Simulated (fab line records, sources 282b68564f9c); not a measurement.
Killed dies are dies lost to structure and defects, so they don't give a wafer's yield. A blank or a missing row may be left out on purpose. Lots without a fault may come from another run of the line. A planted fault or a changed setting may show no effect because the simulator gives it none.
Problem report in the 8D (eight disciplines) form, filled by code | flow rit_cmos | the parts of the form that need people (team, actions taken, sign-off) are left out

1. THE PROBLEM
tube_center_temp_C at RIT_FOX2_OXIDATION_00 reads a mean of 1112 C on 6 wafers of 2 lots; wafers without a fault read 1100 C with a standard deviation of 0.1. That is +99 or more standard deviations from the usual mean.
The step: target thk 350.7 nm, ox time 1130 s.
First seen on wafer L739.1, day 3 13:15, on furnace-04. The record holds 18 wafers of 6 lots with a number at this step. Rule for "out", or "out of limits": more than 4 standard deviations from the usual mean. The other wafers with a number count as sound.

2. WHAT IT IS AND WHAT IT IS NOT
question                    | is                                                                                                | is not
which readings at this step | tube_center_temp_C, spike_tc_centre_C, spike_tc_load_C, spike_tc_source_C, tube_center_temp_C_max | -
which lots                  | L739, L743                                                                                        | L734, L737, L747, L749
which wafers of those lots  | all that have a number                                                                            | -
read on which tools         | furnace-04                                                                                        | furnace-01, furnace-03
when                        | from day 3 13:15                                                                                  | up to then (6 sound wafers); but 6 sound wafers of L747, L749 came after

3. SUSPECTS, AND WHAT RULES EACH OUT
Counting: a tool at a process step up to the reading stays a suspect if it ran every lot that is out and no sound lot after the first of them.
- rie_diel-02 at RIT_ACTIVE_ETCH_13 (etches Si3N4 in SF6, stops on SiO2, time 210 s, target depth 210 nm): ruled out as a lasting fault. Sound lots L747 ran on it after its first lot that is out, L739 (day 3 07:48).
- furnace-04 at RIT_FOX2_OXIDATION_00 (target thk 350.7 nm, ox time 1130 s): kept. It ran every lot that is out, first L739 (day 3 13:15), and no sound lot after that; its last sound lot up to then is L737 (day 3 03:58). Its own readings are out on those wafers: spike_tc_centre_C, spike_tc_load_C, spike_tc_source_C, tube_center_temp_C, tube_center_temp_C_max.
Left after counting: furnace-04 at RIT_FOX2_OXIDATION_00.

4. THE CAUSE (what the simulator had put in)
Process parameter drift: furnace-04, from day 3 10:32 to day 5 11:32, at RIT_FOX2_OXIDATION_00. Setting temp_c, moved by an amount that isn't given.
Counting left only this tool.

5. THE CHAIN OF EFFECTS, in route order
Each row: a reading whose mean over the struck wafers that have a number lies more than 3 standard deviations from the usual. Only readings for which the record gives a usual standard deviation are gone through. hours: the time from each lot's start at the first step in this table that gives one to its start at this step, as a median over the lots. sigmas: the change in usual standard deviations.
hours | step                  | reading                | usual    | on struck wafers | change | sigmas
0     | RIT_FOX2_OXIDATION_00 | spike_tc_centre_C      | 1102.1 C | 1115.2           | +13.2  | +11
0     | RIT_FOX2_OXIDATION_00 | spike_tc_load_C        | 1127.1 C | 1137.9           | +10.8  | +5.2
0     | RIT_FOX2_OXIDATION_00 | spike_tc_source_C      | 1128.7 C | 1139.0           | +10.3  | +4.7
0     | RIT_FOX2_OXIDATION_00 | tube_center_temp_C     | 1100 C   | 1112             | +12    | +99 or more
0     | RIT_FOX2_OXIDATION_00 | tube_center_temp_C_max | 1102.8   | 1114.7           | +11.9  | +28
The process steps in it:
- RIT_FOX2_OXIDATION_00: target thk 350.7 nm, ox time 1130 s.
Later measuring or inspecting steps at which every struck wafer that the step has a row for has a number for every such reading, and none has moved that far: RIT_FOX2_THK_MEAS_01, RIT_FOX2_THK_MEAS_90, RIT_NWELL_OVL_MEAS_06, RIT_NWELL_TW_MEAS_10, RIT_PWELL_OVL_MEAS_06, RIT_PWELL_TW_MEAS_10, RIT_WELLDRIVE_RS_MEAS_01, RIT_WELLDRIVE_RS_MEAS_02.

6. WHAT WOULD HAVE CAUGHT IT SOONER
In this record the first reading out of limits was taken at day 3 13:15, 3 hours after the fault began at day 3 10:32.
